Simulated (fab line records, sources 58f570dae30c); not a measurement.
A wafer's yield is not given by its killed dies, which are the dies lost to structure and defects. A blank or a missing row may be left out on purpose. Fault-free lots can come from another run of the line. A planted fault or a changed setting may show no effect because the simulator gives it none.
One fault through the eyes of 2 desks | flow berkeleyCmos170 | each desk holds nothing but its own numbers, with what lay behind them at the end

## AT THE METROLOGY DESK
Means of the sampled wafers that have a number, per lot and without regard to the tool the lot ran on: this is what the gauges read. Marked OUT: a lot whose mean sits more than 4 standard deviations from the usual mean, which makes it out of limits; the brackets give that distance.
Columns: A = M1_AL_RS at UCB170_M1_RS_MEAS_01, usual 0.0486 ohm/sq; B = M1_AL_THK at UCB170_M1_THK_MEAS_02, usual 601 nm
lot  | first seen here | A                | B
L137 | day 8 09:29     | 0.0479           | 614
L141 | day 9 01:01     | 0.0477           | 614
L140 | day 9 02:14     | 0.0482           | 604
L139 | day 9 02:32     | 0.0492           | 591
L146 | day 10 03:35    | 0.0482           | 604
L145 | day 10 03:50    | 0.0486           | 606
L148 | day 10 04:11    | 0.0489           | 601
L147 | day 10 04:25    | 0.0623 (+23) OUT | 470 (-17) OUT
L149 | day 11 06:51    | 0.0624 (+23) OUT | 471 (-16) OUT
L150 | day 11 07:47    | 0.0488           | 597
L153 | day 11 18:53    | 0.0487           | 600
L158 | day 12 19:04    | 0.0483           | 608
L156 | day 12 20:58    | 0.0491           | 593
L157 | day 12 20:58    | 0.0487           | 598
This desk's result: L147, L149 out of limits, first on L147 (M1_AL_RS at UCB170_M1_RS_MEAS_01), day 10 04:25. L137, L141, L140, L139, L146, L145, L148, L150, L153, L158, L156, L157 stayed within limits.

## TOOL OWNER'S DESK, pvdSputter-04
The tool's own readings at UCB170_M1_SPUTTER_00 (material Al, target thk 600 nm, time 80 s): means of the sampled wafers that have a number, for each lot that ran on this tool. Marked OUT: a lot whose mean sits more than 4 standard deviations from the usual mean, which makes it out of limits; the brackets give that distance.
Columns: A = throttleValvePct at UCB170_M1_SPUTTER_00, usual 29.9 %
lot  | first seen here | A
L137 | day 8 09:25     | 28.8
L141 | day 9 00:56     | 29.4
L145 | day 10 03:46    | 28.8
L147 | day 10 04:19    | 28.4
L149 | day 11 06:45    | 29.4
Finding of this desk: none of the 5 lots has anything out of limits.

## BROUGHT TOGETHER
At day 10 04:25 the metrology desk could have sounded an alarm, on L147, L149.
The tool owner's desk saw nothing out of limits.
On record at the tool owner's desk: L147, L149, within its limits.
UCB170_M1_SPUTTER_00 was run on pvdSputter-04 by each of the lots named.

## WHAT THE SIMULATOR PUT IN
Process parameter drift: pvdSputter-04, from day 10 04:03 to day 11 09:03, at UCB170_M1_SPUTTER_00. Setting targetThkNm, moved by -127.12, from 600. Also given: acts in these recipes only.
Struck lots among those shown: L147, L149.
Time in hours between the start of the fault and the first out-of-limits reading at each desk: metrology desk, 0.
